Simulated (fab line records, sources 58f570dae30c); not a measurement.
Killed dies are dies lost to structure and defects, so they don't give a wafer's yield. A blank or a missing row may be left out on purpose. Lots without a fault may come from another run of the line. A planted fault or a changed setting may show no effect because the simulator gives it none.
A struck lot beside a sound one | flow berkeley_cmos170 | 25 steps out of a route of 331
Sound: wafers L830.1, L830.3, L830.6. Struck: wafer L839.2. (L839.3 of the same lot was not struck and is left out.) The cause comes at the end.
At each step with rows: each side's tool, then ch and its chambers, then its first start. Under that, the readings that differ: sound wafers | struck wafers | difference of the means | sigmas: that difference in standard deviations of wafers without a fault.
alike: readings whose means differ by less than 2 such deviations, and words and numbers that are the same on both sides. not compared: withheld readings, readings that some wafer has no value for, bounds like >300 that may hide the same value, and numbers for which the record gives no deviation and whose values overlap.
The two part at a step that has a row with sigmas, a row that says differs or no value, or rows on one side only. Numbers that don't overlap but have no deviation are shown without sigmas and don't part them. A reading that every wafer of one side lacks parts them only if that side has two wafers or more.

first, 3 steps without rows for these wafers: UCB170_M1_EXPOSE_06 (exposes mask METAL1, target cd 700 nm); UCB170_M1_PEB_07; UCB170_M1_DEVELOP_08 (develop time 45 s).
UCB170_M1_CD_MEAS_09: target cd 700 nm.
  sound on cd_sem-02, day 8 06:12; struck on cd_sem-01, day 10 05:10
  alike: cd_nm
UCB170_M1_OVL_MEAS_10:
  sound on overlay-01, day 8 06:19; struck on overlay-02, day 10 05:16
  alike: M1_OVL
UCB170_M1_ETCH_11: etches BARC in N2/H2.
  sound on rie_diel-02 ch 0,1,3, day 8 06:22; struck on rie_diel-03 ch 3, day 10 05:18
  alike: drypump_motor_current_A, h2_flow_sccm, oes_product_au, rf_fwd_power_W, throttle_valve_pct
UCB170_M1_METAL_ETCH_12: etches Al in Cl2/BCl3, stops on PSG, target depth 780 nm, time 130 s.
  sound on rie_metal-02 ch 0,1, day 8 06:24; struck on rie_metal-01 ch 0, day 10 05:20
  alike: drypump_motor_current_A, oes_product_au, rf_fwd_power_W, throttle_valve_pct
  not compared: rf_hours_counter_h
UCB170_M1_STRIP_13: strips in O2.
  sound on plasma_asher-01 ch 0,1, day 8 06:32; struck on plasma_asher-02 ch 1, day 10 05:28
  alike: drypump_motor_current_A, oes_product_au
  not compared: rf_hours_counter_h
UCB170_M1_CD_MEAS_90: target cd 700 nm.
  sound on cd_sem-02, day 8 06:38; struck on cd_sem-02, day 10 05:35
  alike: cd_nm
then, 1 step without rows for these wafers: UCB170_M1_ANNEAL_14 (time 1200 s).
UCB170_V1_CVD_00: deposits SiO2 from TEOS/O2, target thk 2000 nm, time 250 s.
  sound on pecvd-02 ch 0,2, day 8 08:45; struck on pecvd-02 ch 0, day 10 08:28
  alike: heater_power_w, rf_fwd_power_W
UCB170_V1_THK_MEAS_01:
  sound on film_metro-02, day 8 08:54; struck on film_metro-02, day 10 08:38
  alike: V1_TEOS_THK
UCB170_V1_CMP_02: polishes SiO2.
  sound on cmp-02 ch 0,2, day 8 09:01; struck on cmp-01 ch 1, day 10 08:56
  reading                             | sound             | struck | difference | sigmas
  model.SiO2_of_V1_CVD_00.thk_nm (nm) | 983.9 984.3 985.1 | 1348   | +364       |
  alike: motor_current_A
UCB170_V1_BOW_MEAS_03:
  sound on film_metro-04, day 8 09:16; struck on film_metro-04, day 10 09:31
  not compared: hold, V1_BOW
UCB170_V1_THK_MEAS_04:
  sound on film_metro-04, day 8 09:23; struck on film_metro-04, day 10 13:47
  reading              | sound             | struck | difference | sigmas
  V1_POLISHED_THK (nm) | 983.6 984.3 985.3 | 1348.7 | +364.3     | +99 or more
  not compared: hold
then, 6 steps without rows for these wafers: UCB170_V1_HMDS_06 (prime time 60 s); UCB170_V1_COAT_07 (resist thk 900 nm); UCB170_V1_SOFTBAKE_08 (time 60 s); UCB170_V1_EXPOSE_09 (exposes mask VIA1, target cd 700 nm); UCB170_V1_PEB_10; UCB170_V1_DEVELOP_11 (develop time 45 s).
UCB170_V1_CD_MEAS_12: target cd 700 nm.
  sound on cd_sem-01, day 8 11:02; struck on cd_sem-02, day 11 00:23
  alike: cd_nm
UCB170_V1_OVL_MEAS_13:
  sound on overlay-02, day 8 11:10; struck on overlay-02, day 11 00:29
  alike: V1_OVL
UCB170_V1_ETCH_14: etches SiO2 in CHF3/CF4/Ar, stops on Al, target depth 1250 nm, time 291 s.
  sound on rie_diel-03 ch 1,2, day 8 11:12; struck on rie_diel-01 ch 0, day 11 00:49
  reading                        | sound             | struck | difference | sigmas
  oes_product_au (a.u.)          | 0.836 0.856 0.846 | 1.006  | +0.160     | +11
  model.etch.depth_nm (nm)       | 983.9 984.3 985.1 | 1245   | +261       |
  model.V1.feature_depth_nm (nm) | 984 984.6 985.4   | 1245   | +260       |
  alike: CHF3_flow_sccm, drypump_motor_current_A, rf_fwd_power_W, throttle_valve_pct
  not compared: rf_hours_counter_h
UCB170_V1_STRIP_15: strips in O2.
  sound on plasma_asher-01 ch 0,1, day 8 11:23; struck on plasma_asher-03 ch 0, day 11 01:00
  alike: drypump_motor_current_A, oes_product_au, strip_time_to_endpoint_s
  not compared: rf_hours_counter_h

WHERE THEY PART
First at UCB170_V1_THK_MEAS_04; last, within this record, at UCB170_V1_ETCH_14. Later steps at which nothing parts them and some readings are alike: UCB170_V1_STRIP_15.

WHY: what the simulator had put in
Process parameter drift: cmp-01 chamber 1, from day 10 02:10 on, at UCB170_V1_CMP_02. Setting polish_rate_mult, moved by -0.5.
